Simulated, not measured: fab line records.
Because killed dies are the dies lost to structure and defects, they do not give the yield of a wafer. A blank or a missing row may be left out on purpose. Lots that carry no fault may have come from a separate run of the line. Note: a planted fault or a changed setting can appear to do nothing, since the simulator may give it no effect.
Which tool is to blame? + flow berkeley_cmos170 + 21 wafers sampled from 7 lots at 1 step of a route of 331

## WHAT THE GAUGES SHOWED, per wafer
UCB170_NWELL_THK_MEAS_05.
| lot  | measured    | on            | NWELL_NITRIDE_THK (nm) |
|------|-------------|---------------|------------------------|
| L535 | day 3 00:22 | film_metro-03 | 221.1 221.8 221.8      |
| L538 | day 3 21:07 | film_metro-04 | 222.3 221.2 222.3      |
| L540 | day 4 02:18 | film_metro-04 | 224.5 225.8 224.4      |
| L546 | day 4 17:56 | film_metro-01 | 220.9 222.3 222.9      |
| L550 | day 5 20:41 | film_metro-03 | 224.4 221.4 221.7      |
| L553 | day 6 19:19 | film_metro-03 | 224.4 224.8 223.0      |
| L556 | day 7 06:07 | film_metro-03 | 222.9 223.8 225.2      |

## WHICH TOOL RAN EACH LOT (tool, then ch and the chambers of the sampled wafers, then the start)
Record: no process step prior to these readings.

## THE ANSWER, worked out from the rows above alone
Rule: usual is defined by the lots themselves. The widest of any qualifying gaps counts: lots, ordered by their means at a reading, are off when they make up no more than a third of the lots, leave a main group of 4 or more, and stand apart from it by 3 or more times the standard deviation of that group's means. A main group is skipped when, at the precision printed for the reading in the tables above, its means are all equal. Also off: a lot with no number at a reading for which 4 or more lots have one. Where the step has rows for the other lots, those lots are counted as sound.
Nothing can be told from this: no lot is off at any reading shown.

## WHAT THE SIMULATOR HAD PUT IN
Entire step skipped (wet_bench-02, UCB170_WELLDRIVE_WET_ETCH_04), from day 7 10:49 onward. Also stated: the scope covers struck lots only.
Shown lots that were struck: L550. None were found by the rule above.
